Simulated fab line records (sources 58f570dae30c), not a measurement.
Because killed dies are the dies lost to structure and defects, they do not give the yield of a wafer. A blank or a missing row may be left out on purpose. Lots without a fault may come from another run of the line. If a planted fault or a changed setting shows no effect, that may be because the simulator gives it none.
2 desks, one fault    flow berkeley-cmos170    each desk has only its own numbers; what lay behind them comes last

TOOL OWNER'S DESK, rie-metal-03
The tool's own readings at UCB170_M2_METAL_ETCH_18 (etches Al in Cl2/BCl3, stops on SiO2, target depth 1170 nm, time 195 s): means of the sampled wafers that have a number, for each lot that ran on this tool. Any lot whose mean is over 4 standard deviations away from the usual mean is out of limits and marked OUT; that distance is given in the brackets.
Columns: A = bias-w at UCB170_M2_METAL_ETCH_18, usual 120.0 W; B = drypump-motor-current-A at UCB170_M2_METAL_ETCH_18, usual 5.7 A; C = oes-product-au at UCB170_M2_METAL_ETCH_18, usual 0.858 a.u.; D = throttle-valve-pct at UCB170_M2_METAL_ETCH_18, usual 24.55 %
lot   first seen here  A                B    C      D
L771  day 11 14:10     120.0            5.0  0.874  24.45
L777  day 12 11:20     135.1 (+42) OUT  5.5  0.876  24.61
L778  day 12 14:41     127.5 (+21) OUT  5.2  0.867  24.53
This desk's finding: out of limits on L777, L778; first on L777, day 12 11:20 (bias-w at UCB170_M2_METAL_ETCH_18). In limits: L771.

AT THE METROLOGY DESK
Means of the sampled wafers that have a number, per lot and without regard to the tool the lot ran on: this is what the gauges read. Any lot whose mean is over 4 standard deviations away from the usual mean is out of limits and marked OUT; that distance is given in the brackets.
Columns: A = cd-nm at UCB170_M2_CD_MEAS_15, usual 700.1 nm; B = M2_OVL at UCB170_M2_OVL_MEAS_16, usual 3 nm; C = cd-nm at UCB170_M2_CD_MEAS_90, usual 702 nm
lot   first seen here  A      B   C
L764  day 9 20:53      698.9  7   698
L771  day 11 13:58     701.3  -3  701
L776  day 12 06:56     701.4  5   696
L777  day 12 11:09     701.0  0   701
L778  day 12 14:29     698.7  2   702
L780  day 13 01:25     697.8  -2  695
Finding of this desk: none of the 6 lots has anything out of limits.

PUT TOGETHER
An alarm could have come from the tool owner's desk at day 12 11:20, on L777, L778.
The metrology desk saw nothing out of limits.
The metrology desk has L777, L778 on record, within its limits.
The lots listed all ran UCB170_M2_METAL_ETCH_18 on rie-metal-03.

WHAT THE SIMULATOR HAD PUT IN
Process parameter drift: rie-metal-03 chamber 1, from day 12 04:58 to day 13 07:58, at UCB170_M2_METAL_ETCH_18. Setting bias-w shifted by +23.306 from 120. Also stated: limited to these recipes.
Struck lots among those shown: L777, L778.
Time in hours from fault onset to the first out-of-limits reading at each desk: the tool owner's desk, 6.
